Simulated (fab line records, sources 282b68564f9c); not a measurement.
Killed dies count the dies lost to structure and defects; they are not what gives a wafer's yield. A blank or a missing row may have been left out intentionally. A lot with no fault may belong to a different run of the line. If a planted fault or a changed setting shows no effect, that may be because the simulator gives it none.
Which tool did it? || flow rit_cmos || 21 wafers from 7 lots sampled at 2 of the route's 202 steps

WHAT THE GAUGES READ, wafer by wafer
RIT_NWELL_TW_MEAS_10.
{"lot": "L585", "measured": "day 2 12:37", "on": "film_metro-03", "NWELL_TW": "2102 2090 2107"}
{"lot": "L587", "measured": "day 2 22:01", "on": "film_metro-04", "NWELL_TW": "2144 2138 2134"}
{"lot": "L589", "measured": "day 3 07:53", "on": "film_metro-04", "NWELL_TW": "2144 2134 2130"}
{"lot": "L592", "measured": "day 3 23:20", "on": "film_metro-04", "NWELL_TW": "2065 2068 2063"}
{"lot": "L596", "measured": "day 4 21:28", "on": "film_metro-03", "NWELL_TW": "2046 2048 2038 2044 2037 2036"}
{"lot": "L603", "measured": "day 6 12:39", "on": "film_metro-04", "NWELL_TW": "2149 2162 2157"}
{"lot": "L605", "measured": "day 7 01:02", "on": "film_metro-03", "NWELL_TW": "2098 2102 2105"}

WHICH TOOL RAN EACH LOT (tool, then ch and the chambers of the sampled wafers, then the start)
{"lot": "L585", "RIT_NWELL_DEVELOP_05": "litho_track-02 ch 0, day 2 11:00"}
{"lot": "L587", "RIT_NWELL_DEVELOP_05": "litho_track-01 ch 0, day 2 21:00"}
{"lot": "L589", "RIT_NWELL_DEVELOP_05": "litho_track-02 ch 0, day 3 07:00"}
{"lot": "L592", "RIT_NWELL_DEVELOP_05": "litho_track-02 ch 0, day 3 22:00"}
{"lot": "L596", "RIT_NWELL_DEVELOP_05": "litho_track-02 ch 0, day 4 20:00"}
{"lot": "L603", "RIT_NWELL_DEVELOP_05": "litho_track-04 ch 0, day 6 11:00"}
{"lot": "L605", "RIT_NWELL_DEVELOP_05": "litho_track-01 ch 0, day 7 00:00"}
- RIT_NWELL_DEVELOP_05: develop time 68 s.

THE ANSWER, worked out from the rows above alone
Rule: usual is defined by the lots themselves. Put in order of their means at a reading, lots are off if they are a third of the lots or fewer, leave a main group of 4 or more, and stand apart from it by a gap of 3 or more times the standard deviation of the main group's means; of several such gaps the widest counts. If all means in a main group match to the digits the tables above print for the reading, that group is not used. A lot without any number at a reading at which 4 lots or more have one is off too. All remaining lots with rows at the step are treated as sound.
Nothing can be told from this: no lot is off at any reading shown.

WHAT WAS PUT IN BY THE SIMULATOR
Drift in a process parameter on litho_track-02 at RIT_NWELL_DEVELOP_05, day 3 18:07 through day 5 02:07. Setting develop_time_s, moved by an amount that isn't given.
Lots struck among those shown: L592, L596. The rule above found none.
